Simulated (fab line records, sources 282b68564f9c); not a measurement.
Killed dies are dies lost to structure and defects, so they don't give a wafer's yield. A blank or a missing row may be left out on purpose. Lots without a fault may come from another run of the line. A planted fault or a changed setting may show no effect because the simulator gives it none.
fab line records | flow rit_cmos | part 2 of 2: steps 29 to 39 of 39
record lots=5 wafers=15 last_day=7
route steps=202 shown NRETRO@53 PRETRO@64 GATE@75 FOX2@80
lots that met no fault: from a run of the same line without faults
start_h: hours from the record's first day to the start of the lot's first wafer shown | wait_h: hours since the lot's step before | " the same as in the row above | L1.1+2: a row that stands for several wafers | - no value, or no start given | * or withheld: withheld | < > ~ a bound
route shown NAME@n: a module of which the file shows steps, and the number in the route of the first | usual: mean/standard deviation of fault-free wafers | same: alike in all rows | chamber/n: place in a boat | sites: the reading at each site | _std_site: their standard deviation | _edge_site: outer sites' mean less inner sites' | radius_mm: how far each site lies from the wafer's centre | mask NAME#n: copy n | behind: the tool/chamber that last shaped the wafer | hold: why the lot was held/for how many hours/how that ended | device: the transistor (n, p or np) that didn't switch | end of line: the same wafers' tests at the end of the route | a step without rows: its recipe alone | killed: dies lost to structure and defects at the first sort, not the wafer's yield | map: a wafer's dies, x killed, . not, _ none there
set.NAME: the setting as run; set.NAME@STEP: as run at that earlier step | model.NAME: the simulator's own value behind a step, which no gauge read
lots at some steps of the route; a table a step, a row a wafer
services: from which hour (start_h, from the record's first day; less than 0 if before it) a tool's chamber was out of use, for how many hours, and why
## steps
# step RIT_GATE_OXIDATION_05
# recipe temp_c=900 ambient=O2 target_thk_a=30 ox_time_s=270
# usual spike_tc_centre_C=901.9/1.1
# same ox_time_s=270
# columns lot.wafer tool chamber start_h wait_h spike_tc_centre_C
L079.2 furnace-01 0 60.39 1.0 901.2
L079.4 " 0 " " 900.8
L079.6 " 0 " " 902.7
L088.1 furnace-01 0 105.83 0.2 900.8
L088.4 " 0 " " 902.3
L088.5 " 0 " " 902.7
L090.2 furnace-01 0 115.85 0.1 902.6
L090.5 " 0 " " 902.1
L090.6 " 0 " " 900.9
L093.3 furnace-04 0 130.19 1.1 901.2
L093.5 " 0 " " 901.7
L093.6 " 0 " " 903.4
L097.2 furnace-04 0 151.82 0.0 904.0
L097.3 " 0 " " 902.6
L097.6 " 0 " " 902.9
# step RIT_GATE_ANNEAL_06
# recipe temp_c=900 time_s=600 ambient=N2O
# usual spike_tc_centre_C=901.7/1
# columns lot.wafer tool chamber start_h wait_h spike_tc_centre_C
L079.2 furnace-01 0 63.40 1.9 902.7
L079.4 " 0 " " 902.6
L079.6 " 0 " " 899.2
L088.1 furnace-04 0 107.70 0.8 901.3
L088.4 " 0 " " 903.8
L088.5 " 0 " " 903.0
L090.2 furnace-03 0 117.15 0.2 901.2
L090.5 " 0 " " 900.3
L090.6 " 0 " " 902.3
L093.3 furnace-03 0 134.80 3.5 901.1
L093.5 " 0 " " 902.4
L093.6 " 0 " " 901.5
L097.2 furnace-04 0 152.89 0.0 903.5
L097.3 " 0 " " 902.0
L097.6 " 0 " " 903.6
# step RIT_GATE_THK_MEAS_07
# recipe reads=SiO2_of_GATE_OXIDATION_05
# usual GATE_OXIDE_THK=3.02/0.074
# columns lot.wafer tool chamber start_h wait_h GATE_OXIDE_THK[nm]
L079.2 film_metro-04 - 63.66 0.0 3.03
L079.4 " - " " 3.07
L079.6 " - " " 3.08
L088.1 film_metro-02 - 107.95 0.0 2.99
L088.4 " - " " 2.99
L088.5 " - " " 3.01
L090.2 film_metro-03 - 117.41 0.0 3.05
L090.5 " - " " 3.01
L090.6 " - " " 3.07
L093.3 film_metro-04 - 135.07 0.0 3.00
L093.5 " - " " 2.97
L093.6 " - " " 3.05
L097.2 film_metro-04 - 153.15 0.0 3.00
L097.3 " - " " 3.02
L097.6 " - " " 3.14
# step RIT_GATE_CVD_08
# recipe material=poly-Si target_thk_nm=250 temp_c=610 precursor=SiH4 time_s=2220 pressure_mtorr=300 sih4_flow_sccm=100
# usual spike_tc_centre_C=613.6/1.1
# columns lot.wafer tool chamber start_h wait_h spike_tc_centre_C
L079.2 lpcvd-02 0 63.71 0.0 613.5
L079.4 " 0 " " 612.7
L079.6 " 0 " " 614.0
L088.1 lpcvd-02 0 108.09 0.1 613.6
L088.4 " 0 " " 613.7
L088.5 " 0 " " 614.3
L090.2 lpcvd-02 1 117.46 0.0 614.8
L090.5 " 1 " " 613.1
L090.6 " 1 " " 614.5
L093.3 lpcvd-01 1 135.11 0.0 612.3
L093.5 " 1 " " 611.8
L093.6 " 1 " " 613.5
L097.2 lpcvd-02 1 153.53 0.4 613.0
L097.3 " 1 " " 612.5
L097.6 " 1 " " 613.3
# step RIT_GATE_THK_MEAS_09
# recipe reads=poly-Si_of_GATE_CVD_08
# usual GATE_POLY_THK=251.8/2.1
# columns lot.wafer tool chamber start_h wait_h GATE_POLY_THK[nm]
L079.2 film_metro-03 - 65.34 0.0 254.9
L079.4 " - " " 253.2
L079.6 " - " " 251.3
L088.1 film_metro-04 - 109.70 0.0 252.5
L088.4 " - " " 251.7
L088.5 " - " " 251.7
L090.2 film_metro-04 - 119.09 0.0 249.4
L090.5 " - " " 252.1
L090.6 " - " " 250.4
L093.3 film_metro-03 - 136.75 0.0 254.7
L093.5 " - " " 253.3
L093.6 " - " " 253.3
L097.2 film_metro-04 - 155.16 0.0 254.2
L097.3 " - " " 251.4
L097.6 " - " " 251.0
# step RIT_GATE_HMDS_10
# recipe prime_time_s=60 prime_temp_c=140
# usual resist_line_temp_C=23.01/0.096
# columns lot.wafer tool chamber start_h wait_h resist_line_temp_C
L079.2 litho_track-03 0 65.41 0.1 23.01
L079.4 " 0 " " 22.91
L079.6 " 0 " " 22.97
L088.1 litho_track-03 0 109.76 0.1 23.02
L088.4 " 0 " " 22.96
L088.5 " 0 " " 23.00
L090.2 litho_track-01 0 119.16 0.1 23.13
L090.5 " 0 " " 22.97
L090.6 " 0 " " 23.01
L093.3 litho_track-03 0 136.84 0.1 22.85
L093.5 " 0 " " 22.96
L093.6 " 0 " " 22.96
L097.2 litho_track-01 0 155.26 0.1 22.88
L097.3 " 0 " " 22.91
L097.6 " 0 " " 22.88
# step RIT_GATE_COAT_11
# recipe resist=NOVOLAK spin_rpm=4250 resist_thk_nm=850
# usual resist_line_temp_C=22.98/0.1
# columns lot.wafer tool chamber start_h wait_h resist_line_temp_C
L079.2 litho_track-03 0 65.56 0.1 22.90
L079.4 " 0 " " 23.06
L079.6 " 0 " " 22.82
L088.1 litho_track-03 0 109.91 0.1 22.93
L088.4 " 0 " " 22.94
L088.5 " 0 " " 23.04
L090.2 litho_track-01 0 119.31 0.1 22.95
L090.5 " 0 " " 23.01
L090.6 " 0 " " 22.75
L093.3 litho_track-03 0 136.99 0.1 23.05
L093.5 " 0 " " 22.96
L093.6 " 0 " " 23.01
L097.2 litho_track-01 0 155.41 0.1 22.96
L097.3 " 0 " " 22.95
L097.6 " 0 " " 23.01
# step RIT_GATE_SOFTBAKE_12
# recipe resist=NOVOLAK temp_c=90 time_s=60
# usual resist_line_temp_C=23.02/0.12
# columns lot.wafer tool chamber start_h wait_h resist_line_temp_C
L079.2 litho_track-03 0 65.71 0.1 22.94
L079.4 " 0 " " 22.99
L079.6 " 0 " " 23.28
L088.1 litho_track-03 0 110.06 0.1 22.88
L088.4 " 0 " " 22.90
L088.5 " 0 " " 23.03
L090.2 litho_track-01 0 119.46 0.1 23.03
L090.5 " 0 " " 23.03
L090.6 " 0 " " 22.82
L093.3 litho_track-03 0 137.14 0.1 22.99
L093.5 " 0 " " 23.06
L093.6 " 0 " " 23.14
L097.2 litho_track-01 0 155.56 0.1 23.06
L097.3 " 0 " " 23.21
L097.6 " 0 " " 23.04
# step RIT_GATE_EXPOSE_13
# recipe mask_id=M6 na=0.6 source_shape=conventional sigma_outer=0.6 target_cd_nm=150 dose_mj=380
# same na=0.6
# columns lot.wafer tool chamber start_h wait_h mask
L079.2+4+6 iline_stepper-01 0 65.86 0.1 M6#0
L088.1+4+5 iline_stepper-01 0 110.21 0.1 M6#0
L090.2+5+6 iline_stepper-01 0 119.73 0.2 M6#0
L093.3+5+6 iline_stepper-02 0 137.28 0.1 M6#0
L097.2+3+6 iline_stepper-02 0 155.71 0.1 M6#0
# step RIT_GATE_PEB_14
# recipe resist=NOVOLAK temp_c=withheld time_s=withheld
# usual resist_line_temp_C=*
# columns lot.wafer tool chamber start_h wait_h resist_line_temp_C
L079.2 litho_track-03 0 65.98 0.1 *
L079.4 " 0 " " *
L079.6 " 0 " " *
L088.1 litho_track-03 0 110.33 0.1 *
L088.4 " 0 " " *
L088.5 " 0 " " *
L090.2 litho_track-03 0 119.86 0.1 *
L090.5 " 0 " " *
L090.6 " 0 " " *
L093.3 litho_track-01 0 137.41 0.1 *
L093.5 " 0 " " *
L093.6 " 0 " " *
L097.2 litho_track-04 0 155.83 0.1 *
L097.3 " 0 " " *
L097.6 " 0 " " *
# step RIT_GATE_DEVELOP_15
# recipe resist=NOVOLAK develop_time_s=50 dev_temp_c=23
# usual resist_line_temp_C=23.02/0.11
# columns lot.wafer tool chamber start_h wait_h resist_line_temp_C
L079.2 litho_track-03 0 - - 23.01
L079.4 " 0 " " 23.25
L079.6 " 0 " " 23.11
L088.1 litho_track-03 0 - - 23.08
L088.4 " 0 " " 23.20
L088.5 " 0 " " 23.09
L090.2 litho_track-03 0 - - 22.93
L090.5 " 0 " " 22.68
L090.6 " 0 " " 22.91
L093.3 litho_track-01 0 - - 22.80
L093.5 " 0 " " 22.89
L093.6 " 0 " " 22.96
L097.2 litho_track-04 0 - - 22.93
L097.3 " 0 " " 22.94
L097.6 " 0 " " 23.08
## services
# columns tool chamber start_h hours kind
furnace-04 - 35.10 2.7 pm
iline_stepper-02 - 36.19 1.7 pm
iline_stepper-01 - 47.06 4.2 repair
implanter-02 - 48.99 2.3 repair
furnace-01 - 70.08 5.2 pm
plasma_asher-04 - 78.79 21.3 repair
implanter-02 - 82.65 2.4 pm
implanter-02 - 96.48 5.3 repair
plasma_asher-04 - 108.75 9.0 pm
plasma_asher-04 0 108.75 9.0 vent_cycle
plasma_asher-04 1 108.75 9.0 vent_cycle
implanter-03 - 112.15 3.0 repair
wet_bench-03 - 116.04 1.7 repair
plasma_asher-04 0 117.75 - clean
plasma_asher-04 1 117.75 - clean
plasma_asher-02 - 126.35 4.3 pm
wet_bench-02 - 128.45 1.8 repair
furnace-01 - 129.63 4.2 pm
iline_stepper-01 - 137.83 1.7 pm
implanter-02 - 145.00 3.1 repair
iline_stepper-01 - 149.55 10.1 repair
